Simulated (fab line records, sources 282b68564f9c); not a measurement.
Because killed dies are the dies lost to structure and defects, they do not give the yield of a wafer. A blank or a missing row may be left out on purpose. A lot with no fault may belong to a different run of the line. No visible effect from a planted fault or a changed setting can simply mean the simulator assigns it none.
Lot-split experiment	flow rit-cmos	route with 202 steps; 5 lots, 23 wafers read

ON THE SPLIT
At RIT_NSD_IMPLANT_08, the setting energy-kev was moved away from the recipe's 25 on 8 of the 23 wafers read, by -5.1% to +1.9%. All remaining wafers had this setting at the recipe value.

The reading comes from the split's own step.

THE READING
implant.drp-nm (the simulator's own value, which no gauge read), in nm, at RIT_NSD_IMPLANT_08. The file does not state a usual value for it.

wafer	tool, chamber at the split	energy-kev as run	against the recipe	implant.drp-nm, nm	against lot-mates on the recipe
L074.1	implanter-01, 0	24.44	-2.2%	14.64	-0.20
L074.2	implanter-01, 0	24.44	-2.2%	14.64	-0.20
L074.6	implanter-01, 0	24.44	-2.2%	14.64	-0.20
L074.4	implanter-01, 0	25	recipe	14.84	-
L074.5	implanter-01, 0	25	recipe	14.84	-
L078.1	implanter-02, 0	25	recipe	14.84	-
L078.2	implanter-02, 0	25	recipe	14.84	-
L078.5	implanter-02, 0	25	recipe	14.84	-
L079.1	implanter-02, 0	25	recipe	14.84	-
L079.2	implanter-02, 0	25	recipe	14.84	-
L079.4	implanter-02, 0	25	recipe	14.84	-
L079.5	implanter-02, 0	25	recipe	14.84	-
L079.6	implanter-02, 0	25	recipe	14.84	-
L080.2	implanter-02, 0	25	recipe	14.84	-
L080.3	implanter-02, 0	25	recipe	14.84	-
L080.4	implanter-02, 0	25	recipe	14.84	-
L080.5	implanter-02, 0	23.73	-5.1%	14.38	-0.46
L080.6	implanter-02, 0	23.73	-5.1%	14.38	-0.46
L084.1	implanter-02, 0	25.48	+1.9%	15.01	+0.17
L084.3	implanter-02, 0	25.48	+1.9%	15.01	+0.17
L084.6	implanter-02, 0	25.48	+1.9%	15.01	+0.17
L084.2	implanter-02, 0	25	recipe	14.84	-
L084.4	implanter-02, 0	25	recipe	14.84	-

THE FIT
A straight line over all 23 wafers: implant.drp-nm changes by +0.09 nm for each +1% of energy-kev; r = +1.00; the points scatter about the line by 0.0014 nm.
The same after taking each lot's own level away (the mean of its wafers on the recipe; 23 wafers): +0.09 nm for each +1%; r = +1.00; scatter 0.0014 nm.
The reading moves by 0.46 nm for the largest change in energy-kev, on that fit.
The lots' own levels span 14.840 to 14.840 nm.
Consequently the slope shifts little with the lot-to-lot level, the two slopes agreeing.
Check: with one of the wafers moved furthest among these (-5.1%) left out of the fit, the line predicts -0.456 nm for it against its lot-mates. Against them it came out at -0.46 nm.

ADDITIONAL SPLITS CARRIED BY THESE WAFERS
Other splits were also applied to these wafers ahead of the reading. Each is held against what the fit with the lots' levels taken away leaves over:
other split on the same wafers	wafers away from the commonest value	r with implant.drp-nm (lot level and that fit taken away)
RIT_PLDD_IMPLANT_08 energy-kev	5	+0.18
RIT_SPACER_ETCHBACK_05 time-s	8	-0.10
RIT_NSD_COAT_01 spin-rpm	10	+0.40

THE WHOLE CHAIN: every reading that the file lists as answering this split, in the file's order
step	what it does	reading	change (the file's fit)	r (the file's)
RIT_NSD_IMPLANT_08		implant.rp-nm (the simulator's own value, which no gauge read)	+0.218 nm for each +1% of the setting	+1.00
RIT_NSD_IMPLANT_08		implant.drp-nm (the simulator's own value, which no gauge read)	+0.0902 nm for each +1% of the setting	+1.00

FILE'S OWN FIT
implant.drp-nm changes by +0.0902 nm for each +1% of energy-kev, r = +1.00.
